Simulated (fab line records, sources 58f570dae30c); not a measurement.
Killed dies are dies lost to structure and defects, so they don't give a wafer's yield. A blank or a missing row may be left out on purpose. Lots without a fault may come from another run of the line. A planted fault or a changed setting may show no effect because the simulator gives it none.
Split-lot experiment | flow berkeley_cmos170 | 5 lots, 27 wafers read, on a route of 331 steps

THE SPLIT
At UCB170_M3_METAL_ETCH_18 (etches Al in Cl2/BCl3, stops on SiO2, target depth 1170 nm, time 195 s), the setting time_s was moved away from the recipe's 195 s on 9 of the 27 wafers read, by -40.0% to +43.1%. The other wafers ran this setting at the recipe's value.

FROM THE SPLIT TO THE READING: what the file shows between them, 1 step
- UCB170_M3_STRIP_19: strips in O2

THE READING
cd_nm, in nm, at UCB170_M3_CD_MEAS_90 (target cd 700 nm). Fault-free wafers of this fab line usually give 699.5 nm, standard deviation 2.2 nm.

wafer  | tool, chamber at the split | time_s as run, s | against the recipe | cd_nm, nm | against lot-mates on the recipe
L076.1 | rie_metal-04, 0            | 195              | recipe             | 701.7     | -
L076.2 | rie_metal-04, 1            | 195              | recipe             | 701.7     | -
L076.3 | rie_metal-04, 1            | 195              | recipe             | 702.4     | -
L076.4 | rie_metal-04, 0            | 195              | recipe             | 700.5     | -
L076.5 | rie_metal-04, 0            | 195              | recipe             | 700.1     | -
L076.6 | rie_metal-04, 1            | 195              | recipe             | 699.9     | -
L075.1 | rie_metal-02, 1            | 195              | recipe             | 702.3     | -
L075.2 | rie_metal-02, 0            | 195              | recipe             | 702.6     | -
L075.3 | rie_metal-02, 1            | 279.1            | +43.1%             | 682.8     | -19.0
L075.4 | rie_metal-02, 0            | 279.1            | +43.1%             | 679.8     | -22.0
L075.5 | rie_metal-02, 0            | 279.1            | +43.1%             | 682.7     | -19.1
L075.6 | rie_metal-02, 1            | 195              | recipe             | 700.5     | -
L077.1 | rie_metal-02, 0            | 238.6            | +22.4%             | 690.6     | -9.2
L077.2 | rie_metal-02, 1            | 238.6            | +22.4%             | 687.3     | -12.5
L077.3 | rie_metal-02, 0            | 195              | recipe             | 700.2     | -
L077.4 | rie_metal-02, 1            | 195              | recipe             | 698.7     | -
L077.5 | rie_metal-02, 1            | 238.6            | +22.4%             | 691.4     | -8.4
L077.6 | rie_metal-02, 0            | 195              | recipe             | 700.6     | -
L081.1 | rie_metal-04, 1            | 195              | recipe             | 699.8     | -
L081.2 | rie_metal-04, 0            | 195              | recipe             | 700.7     | -
L081.4 | rie_metal-04, 0            | 195              | recipe             | 699.4     | -
L085.1 | rie_metal-04, 0            | 117              | -40.0%             | 717.6     | +19.3
L085.2 | rie_metal-04, 1            | 117              | -40.0%             | 720.1     | +21.8
L085.3 | rie_metal-04, 0,1          | 195              | recipe             | 696.9     | -
L085.4 | rie_metal-04, 1            | 195              | recipe             | 698.2     | -
L085.5 | rie_metal-04, 0,1          | 195              | recipe             | 699.7     | -
L085.6 | rie_metal-04, 0            | 117              | -40.0%             | 717.7     | +19.4
Where a row lists several chambers, the file gives one row for several wafers and doesn't say which wafer went through which chamber.

THE FIT
A straight line over all 27 wafers: cd_nm changes by -0.445 nm for each +1% of time_s; r = -0.99; the points scatter about the line by 1.5 nm.
The same after taking each lot's own level away (the mean of its wafers on the recipe; 27 wafers): -0.481 nm for each +1%; r = -0.99; scatter 1.2 nm.
On that fit, the largest move of time_s shifts the reading by 21 nm.
The lots' own levels span 698.27 to 701.80 nm, that is 1.6 times the standard deviation above.
So the lot-to-lot level changes the slope little: the two slopes agree.
Check: with one of the wafers moved furthest among these (+43.1%) left out of the fit, the line predicts -20.8 nm for it against its lot-mates. It came out at -19 nm against them.

THE WHOLE CHAIN: every reading that the file lists as answering this split, in the file's order
step                    | what it does                                                           | reading                                                                   | change (the file's fit)                                                              | r (the file's)
UCB170_M3_METAL_ETCH_18 | etches Al in Cl2/BCl3, stops on SiO2, target depth 1170 nm, time 195 s | KrF_of_M3_COAT_10.thk_nm (the simulator's own value, which no gauge read) | -5.48 nm for each +1% of the setting                                                 | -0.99
UCB170_M3_METAL_ETCH_18 | etches Al in Cl2/BCl3, stops on SiO2, target depth 1170 nm, time 195 s | M3.feature_depth_nm (the simulator's own value, which no gauge read)      | not straight: 690.8 at the lowest setting, 954.3 at the recipe, 979.8 at the highest | not given
UCB170_M3_METAL_ETCH_18 | etches Al in Cl2/BCl3, stops on SiO2, target depth 1170 nm, time 195 s | SiO2_of_V2_CVD_00.thk_nm (the simulator's own value, which no gauge read) | -0.634 nm for each +1% of the setting                                                | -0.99
UCB170_M3_STRIP_19      | strips in O2                                                           | oes_product_au                                                            | -0.00498 a.u. for each +1% of the setting                                            | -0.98
UCB170_M3_CD_MEAS_90    | target cd 700 nm                                                       | cd_nm                                                                     | -0.48 nm for each +1% of the setting                                                 | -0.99

THE FILE'S OWN FIT
cd_nm changes by -0.48 nm for each +1% of time_s, r = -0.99.
